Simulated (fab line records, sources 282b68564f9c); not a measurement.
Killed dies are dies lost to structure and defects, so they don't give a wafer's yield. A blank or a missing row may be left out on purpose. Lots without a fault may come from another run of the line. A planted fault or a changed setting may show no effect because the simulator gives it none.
Which tool did it? | flow rit_cmos | 13 lots, 39 wafers sampled, at 2 steps of a route of 202

WHAT THE GAUGES READ, wafer by wafer
RIT_ACTIVE_CD_MEAS_11: target cd 1400 nm. Usual: cd_nm 1400.3 nm, standard deviation 2.3.
lot  | measured    | on        | cd_nm (nm)           | flag
L251 | day 1 14:43 | cd_sem-01 | 1402.3 1399.9 1399.1 |
L253 | day 2 02:13 | cd_sem-01 | 1400.7 1401.6 1401.1 |
L255 | day 2 10:37 | cd_sem-01 | 1401.2 1401.4 1399.5 |
L256 | day 2 15:26 | cd_sem-02 | 1401.5 1398.4 1399.4 |
L257 | day 2 20:35 | cd_sem-02 | 1401.6 1402.9 1401.0 |
L260 | day 3 11:26 | cd_sem-02 | 1398.3 1401.9 1402.8 |
L263 | day 4 02:34 | cd_sem-02 | 1401.2 1400.2 1401.2 |
L264 | day 4 07:35 | cd_sem-01 | 1403.0 1400.9 1403.2 |
L268 | day 5 03:28 | cd_sem-02 | 1400.8 1400.6 1400.2 |
L270 | day 5 13:34 | cd_sem-01 | 1404.0 1402.8 1403.3 |
L271 | day 5 18:28 | cd_sem-01 | 1402.9 1402.2 1404.6 |
L273 | day 6 04:32 | cd_sem-02 | 1401.6 1401.4 1402.3 |
L274 | day 6 09:30 | cd_sem-01 | 1398.3 1396.4 1400.8 |

RIT_GATE_CD_MEAS_16: target cd 150 nm. Usual: cd_nm 149.9 nm, standard deviation 2.6.
lot  | measured    | on        | cd_nm (nm)        | flag
L251 | day 2 12:28 | cd_sem-02 | 146.1 147.8 147.6 |
L253 | day 2 23:57 | cd_sem-02 | 151.8 149.0 149.7 |
L255 | day 3 09:28 | cd_sem-02 | 149.3 149.9 151.4 |
L256 | day 3 13:31 | cd_sem-02 | 152.7 152.6 151.7 |
L257 | day 3 18:17 | cd_sem-01 | 146.0 145.5 148.6 |
L260 | day 4 13:14 | cd_sem-02 | 153.3 151.7 153.4 |
L263 | day 5 04:08 | cd_sem-02 | 150.8 150.7 149.2 |
L264 | day 5 10:41 | cd_sem-01 | 148.9 148.1 148.2 |
L268 | day 6 01:32 | cd_sem-01 | 151.2 153.8 154.3 |
L270 | day 6 12:19 | cd_sem-01 | 145.7 145.2 148.6 |
L271 | day 6 16:07 | cd_sem-02 | 147.1 150.9 148.5 |
L273 | day 7 02:07 | cd_sem-01 | 150.5 149.1 148.2 |
L274 | day 7 08:14 | cd_sem-01 | 150.4 149.9 151.1 |

WHICH TOOL RAN EACH LOT (tool, then ch and the chambers of the sampled wafers, then the start)
The record holds no process step before these readings.

WHAT THE TOOLS THEMSELVES READ (means of the sampled wafers that have a number; where no wafer has one, the mark that the record gives instead)
The record holds no such reading with a usual standard deviation.

THE ANSWER, worked out from the rows above alone
Rule: a lot is off if the mean of its wafers that have a number lies more than 3 standard deviations from the usual mean. A lot without any number at a reading at which 4 lots or more have one is off too. The other lots that the step has rows for count as sound. The gauges are gone through in route order, then the tools' own readings, and for those a lot's mean is taken as printed above. The first step at which some lot is off is used, and at that step the reading that is off furthest; a lot without a number counts as furthest.
No lot is off at any reading shown: from this, nothing can be told.

WHAT THE SIMULATOR HAD PUT IN
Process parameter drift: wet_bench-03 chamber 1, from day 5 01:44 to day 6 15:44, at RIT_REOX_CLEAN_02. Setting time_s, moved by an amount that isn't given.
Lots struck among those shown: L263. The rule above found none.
